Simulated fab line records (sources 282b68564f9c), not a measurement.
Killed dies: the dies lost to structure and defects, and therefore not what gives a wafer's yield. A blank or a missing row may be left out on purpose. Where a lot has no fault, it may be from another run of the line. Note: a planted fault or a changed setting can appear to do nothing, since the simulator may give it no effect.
Which of the tools did it? / flow rit_cmos / 39 wafers from 13 lots sampled at 3 of the route's 202 steps

== WHAT EACH GAUGE READ, for each wafer ==
RIT_PWELL_TW_MEAS_10. Usual: PWELL_TW typically reads 957, with standard deviation 15.
lot=L348; measured=day 2 00:49; on=film_metro-01; PWELL_TW=941 943 941; flag=
lot=L349; measured=day 2 03:39; on=film_metro-02; PWELL_TW=971 972 979; flag=
lot=L352; measured=day 2 19:13; on=film_metro-03; PWELL_TW=953 948 955; flag=
lot=L353; measured=day 3 01:48; on=film_metro-02; PWELL_TW=977 981 979; flag=
lot=L356; measured=day 3 14:35; on=film_metro-03; PWELL_TW=950 951 950; flag=
lot=L357; measured=day 3 20:19; on=film_metro-02; PWELL_TW=971 971 972; flag=
lot=L358; measured=day 4 01:17; on=film_metro-02; PWELL_TW=980 977 979; flag=
lot=L359; measured=day 4 05:29; on=film_metro-02; PWELL_TW=983 978 981; flag=
lot=L361; measured=day 4 16:17; on=film_metro-01; PWELL_TW=938 939 939; flag=
lot=L366; measured=day 5 21:52; on=film_metro-03; PWELL_TW=949 957 946; flag=
lot=L369; measured=day 6 08:47; on=film_metro-02; PWELL_TW=981 979 975; flag=
lot=L370; measured=day 6 12:44; on=film_metro-01; PWELL_TW=945 939 933; flag=
lot=L371; measured=day 6 17:39; on=film_metro-03; PWELL_TW=960 958 954; flag=

RIT_PLDD_TW_MEAS_10. Usual: PLDD_TW typically reads 2371, with standard deviation 24.
lot=L348; measured=day 2 20:26; on=film_metro-04; PLDD_TW=2362 2359 2360; flag=
lot=L349; measured=day 3 01:27; on=film_metro-03; PLDD_TW=2359 2340 2338; flag=
lot=L352; measured=day 3 16:28; on=film_metro-02; PLDD_TW=2401 2407 2407; flag=
lot=L353; measured=day 3 23:46; on=film_metro-03; PLDD_TW=2341 2331 2338; flag=
lot=L356; measured=day 4 11:28; on=film_metro-02; PLDD_TW=2402 2414 2389; flag=
lot=L357; measured=day 4 22:21; on=film_metro-04; PLDD_TW=2342 2349 2342; flag=
lot=L358; measured=day 4 22:45; on=film_metro-02; PLDD_TW=2408 2409 2402; flag=
lot=L359; measured=day 5 03:24; on=film_metro-04; PLDD_TW=2349 2344 2356; flag=
lot=L361; measured=day 5 14:25; on=film_metro-04; PLDD_TW=2361 2352 2352; flag=
lot=L366; measured=day 6 19:17; on=film_metro-04; PLDD_TW=2375 2365 2370; flag=
lot=L369; measured=day 7 05:01; on=film_metro-02; PLDD_TW=2379 2384 2386; flag=
lot=L370; measured=day 7 09:23; on=film_metro-03; PLDD_TW=2353 2358 2360; flag=
lot=L371; measured=day 7 14:57; on=film_metro-02; PLDD_TW=2382 2390 2393; flag=

== WHAT TOOL EACH LOT RAN ON (gives the tool, then ch and the chambers of the sampled wafers, and finally the start) ==
lot=L348; RIT_PRETRO_EXPOSE_03=iline_stepper-01 ch 0, day 2 08:20
lot=L349; RIT_PRETRO_EXPOSE_03=iline_stepper-02 ch 0, day 2 11:17
lot=L352; RIT_PRETRO_EXPOSE_03=iline_stepper-01 ch 0, day 3 02:59
lot=L353; RIT_PRETRO_EXPOSE_03=iline_stepper-02 ch 0, day 3 09:26
lot=L356; RIT_PRETRO_EXPOSE_03=iline_stepper-02 ch 0, day 3 22:06
lot=L357; RIT_PRETRO_EXPOSE_03=iline_stepper-01 ch 0, day 4 04:03
lot=L358; RIT_PRETRO_EXPOSE_03=iline_stepper-01 ch 0, day 4 08:41
lot=L359; RIT_PRETRO_EXPOSE_03=iline_stepper-01 ch 0, day 4 13:47
lot=L361; RIT_PRETRO_EXPOSE_03=iline_stepper-02 ch 0, day 4 23:49
lot=L366; RIT_PRETRO_EXPOSE_03=iline_stepper-02 ch 0, day 6 05:31
lot=L369; RIT_PRETRO_EXPOSE_03=iline_stepper-02 ch 0, day 6 16:17
lot=L370; RIT_PRETRO_EXPOSE_03=iline_stepper-01 ch 0, day 6 21:17
lot=L371; RIT_PRETRO_EXPOSE_03=iline_stepper-01 ch 0, day 7 01:31
- RIT_PRETRO_EXPOSE_03: exposes mask M5, target cd 43700 nm.

== AS READ BY THE TOOLS THEMSELVES (means over the sampled wafers that have a number; for cases with no such wafer, the mark the record gives instead) ==
The record holds no such reading with a usual standard deviation.

== THE ANSWER, worked out from the rows above alone ==
Rule: a lot is off if the mean of its wafers that have a number lies more than 3 standard deviations from the usual mean. Also off: a lot with no number at a reading for which 4 or more lots have one. All remaining lots with rows at the step are treated as sound. The gauges are gone through in route order, then the tools' own readings, and for those a lot's mean is taken as printed above. At the first step where some lot is off, the reading lying furthest off is the one used; lots without a number count as furthest.
None of the lots is off at any reading shown; this tells nothing.

== WHAT WAS PUT IN BY THE SIMULATOR ==
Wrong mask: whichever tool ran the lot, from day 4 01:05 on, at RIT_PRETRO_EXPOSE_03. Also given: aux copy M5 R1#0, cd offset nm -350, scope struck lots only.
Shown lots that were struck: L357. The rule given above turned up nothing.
